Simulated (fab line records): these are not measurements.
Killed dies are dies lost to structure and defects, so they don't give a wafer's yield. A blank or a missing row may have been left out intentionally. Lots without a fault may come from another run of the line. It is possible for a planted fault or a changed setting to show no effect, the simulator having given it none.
A lot that was struck, set against a sound lot | flow rit_cmos | 44 steps out of a route of 202
Sound: wafers L165.2, L165.4, L165.6. The struck wafers were L177.1, L177.3, L177.6. The cause is given at the end.
Order at every step that has rows: each side's tool, ch and its chambers, its first start. Under that, the readings that differ: sound wafers | struck wafers | difference of the means | sigmas: that difference in standard deviations of wafers without a fault.
alike: readings whose means differ by less than 2 such deviations, and words and numbers that are the same on both sides. not compared: withheld readings, readings that some wafer has no value for, bounds like >300 that may hide the same value, and numbers for which the record gives no deviation and whose values overlap.
A row with sigmas, a row that says differs or no value, or rows on one side alone: a step with any of these is where the two part. Non-overlapping numbers with no deviation appear without sigmas and do not part them. A reading missing from all wafers of one side parts the sides only when that side holds two or more wafers.

first, 2 steps without rows for these wafers: RIT_PLDD_PEB_04; RIT_PLDD_DEVELOP_05 (develop time 50 s).
RIT_PLDD_OVL_MEAS_06:
  sound: overlay-01 at day 3 23:53; struck: overlay-02 at day 6 07:57
  alike: PLDD_OVL
then, 2 steps without rows for these wafers: RIT_PLDD_HARDBAKE_07 (time 60 s); RIT_PLDD_IMPLANT_08.
RIT_PLDD_STRIP_09: strips in O2, time 180 s.
  sound on plasma_asher-04 ch 0,1, day 4 00:13; struck on plasma_asher-02 ch 0, day 6 08:17
  reading                     | sound       | struck      | difference | sigmas
  drypump_motor_current_A (A) | 5.3 5.4 5.8 | 6.4 6.4 6.4 | +0.9       | +2
  not compared: rf_hours_counter_h
RIT_PLDD_TW_MEAS_10:
  sound: film_metro-02 at day 4 00:24; struck: film_metro-02 at day 6 08:28
  alike: PLDD_TW
then, 4 steps without rows for these wafers: RIT_SPACER_CLEAN_00 (cleans in SC1, time 600 s); RIT_SPACER_CLEAN_01 (cleans in dHF, time 30 s); RIT_SPACER_CLEAN_02 (cleans in SC2, time 600 s); RIT_SPACER_CVD_03 (deposits Si3N4 from SiH2Cl2/NH3, target thk 250 nm, time 3226 s).
RIT_SPACER_THK_MEAS_04:
  sound: film_metro-02 at day 4 03:43; struck: film_metro-02 at day 6 10:50
  alike: SPACER_NITRIDE_THK
RIT_SPACER_ETCHBACK_05: etches Si3N4 in SF6/CHF3, stops on SiO2, target depth 250 nm, time 240 s.
  sound on rie_diel-01 ch 1,3, day 4 03:46; struck on rie_diel-01 ch 0,2,3, day 6 10:53
  reading                                  | sound             | struck            | difference | sigmas
  rf_fwd_power_W (W)                       | 250.6 248.7 249.5 | 349.4 349.7 349.8 | +100.0     | +99 or more
  model.poly-Si_of_GATE_CVD_08.thk_nm (nm) | 169.8 171.6 169.3 | 160.6 157.1 160.2 | -10.9      |
  model.Si3N4_of_SPACER_CVD_03.thk_nm (nm) | 191.7 192.8 191.1 | 184 181 182.9     | -9         |
  alike: CHF3_flow_sccm, drypump_motor_current_A, oes_product_au, throttle_valve_pct
  not compared: rf_hours_counter_h
then, 2 steps without rows for these wafers: RIT_NSD_HMDS_00 (prime time 60 s); RIT_NSD_COAT_01 (resist thk 1000 nm).
RIT_NSD_SOFTBAKE_02: time 60.96 s.
  sound on litho_track-03 ch 0, day 4 04:14; struck on litho_track-03 ch 0, day 6 11:20
  alike: plate_sensor_t_centre_C, plate_sensor_t_edge_C
then, 3 steps without rows for these wafers: RIT_NSD_EXPOSE_03 (exposes mask M9, target cd 40700 nm); RIT_NSD_PEB_04; RIT_NSD_DEVELOP_05 (develop time 50 s).
RIT_NSD_OVL_MEAS_06:
  sound: overlay-02 at day 4 04:54; struck: overlay-02 at day 6 11:53
  alike: NSD_OVL
then, 2 steps without rows for these wafers: RIT_NSD_HARDBAKE_07 (time 60 s); RIT_NSD_IMPLANT_08.
RIT_NSD_STRIP_09: strips in O2, time 180 s.
  sound on plasma_asher-03 ch 0,1, day 4 05:14; struck on plasma_asher-01 ch 0,1, day 6 12:14
  alike: drypump_motor_current_A
  not compared: rf_hours_counter_h
RIT_NSD_TW_MEAS_10:
  sound: film_metro-02 at day 4 05:25; struck: film_metro-02 at day 6 12:24
  alike: NSD_TW
then, 6 steps without rows for these wafers: RIT_PSD_HMDS_00 (prime time 60 s); RIT_PSD_COAT_01 (resist thk 1000 nm); RIT_PSD_SOFTBAKE_02 (time 60 s); RIT_PSD_EXPOSE_03 (exposes mask M10, target cd 40900 nm); RIT_PSD_PEB_04; RIT_PSD_DEVELOP_05 (develop time 50 s).
RIT_PSD_OVL_MEAS_06:
  sound: overlay-01 at day 4 06:20; struck: overlay-02 at day 6 13:26
  alike: PSD_OVL
then, 2 steps without rows for these wafers: RIT_PSD_HARDBAKE_07 (time 60 s); RIT_PSD_IMPLANT_08.
RIT_PSD_STRIP_09: strips in O2, time 180 s.
  sound on plasma_asher-02 ch 0,1, day 4 06:40; struck on plasma_asher-02 ch 0,1, day 6 13:46
  alike: drypump_motor_current_A
  not compared: rf_hours_counter_h
RIT_PSD_TW_MEAS_10:
  sound: film_metro-01 at day 4 06:50; struck: film_metro-02 at day 6 13:57
  reading | sound          | struck         | difference | sigmas
  PSD_TW  | 3360 3361 3367 | 3428 3406 3428 | +58        | +2
then, 2 steps without rows for these wafers: RIT_SDANNEAL_CLEAN_00 (cleans in SC1, time 600 s); RIT_SDANNEAL_CLEAN_01 (cleans in dHF, time 30 s).
RIT_SDANNEAL_CLEAN_02: cleans in SC2, time 600 s.
  sound on wet_bench-03 ch 3, day 4 07:06; struck on wet_bench-03 ch 0, day 6 14:26
  reading                                  | sound             | struck            | difference | sigmas
  model.poly-Si_of_GATE_CVD_08.thk_nm (nm) | 165.4 167.2 164.9 | 156.3 152.8 155.8 | -10.9      |
RIT_SDANNEAL_RTA_03: time 5 s.
  sound on rtp_anneal-02 ch 0, day 4 07:18; struck on rtp_anneal-02 ch 0, day 6 14:49
  alike: ramp_down_c_per_s, wafer_temp_C_max
RIT_SDANNEAL_RS_MEAS_04: a four-point-probe measurement.
  sound: film_metro-01 at day 4 07:22; struck: film_metro-03 at day 6 14:53
  alike: PSD_RS
RIT_SDANNEAL_RS_MEAS_05: a four-point-probe measurement.
  sound: film_metro-01 at day 4 07:29; struck: film_metro-03 at day 6 15:00
  alike: NSD_RS
RIT_SDANNEAL_RS_MEAS_06: a four-point-probe measurement.
  sound: film_metro-01 at day 4 07:37; struck: film_metro-03 at day 6 15:07
  alike: PLDD_RS
RIT_SILICIDE_WET_ETCH_00: etches SiO2 in BOE, target depth 14 nm, time 15 s.
  sound on wet_bench-01 ch 1, day 4 07:50; struck on wet_bench-03 ch 1, day 6 15:22
  reading                                  | sound           | struck            | difference | sigmas
  model.Si3N4_of_SPACER_CVD_03.thk_nm (nm) | 190.5 191.6 190 | 182.8 179.8 181.7 | -9.3       |
RIT_M1_PROBE_99:
  sound: prober-02 at day 4 14:52; struck: prober-01 at day 6 23:03
  alike: killed_at_contacts, killed_at_front_end, killed_dies, killed_open, killed_short

== WHERE THEY PART ==
First at RIT_PLDD_STRIP_09; last, within this record, at RIT_PSD_TW_MEAS_10. Later steps at which nothing parts them and some readings are alike: RIT_SDANNEAL_RTA_03, RIT_SDANNEAL_RS_MEAS_04, RIT_SDANNEAL_RS_MEAS_05, RIT_SDANNEAL_RS_MEAS_06, RIT_M1_PROBE_99.

WHY: what the simulator had put in
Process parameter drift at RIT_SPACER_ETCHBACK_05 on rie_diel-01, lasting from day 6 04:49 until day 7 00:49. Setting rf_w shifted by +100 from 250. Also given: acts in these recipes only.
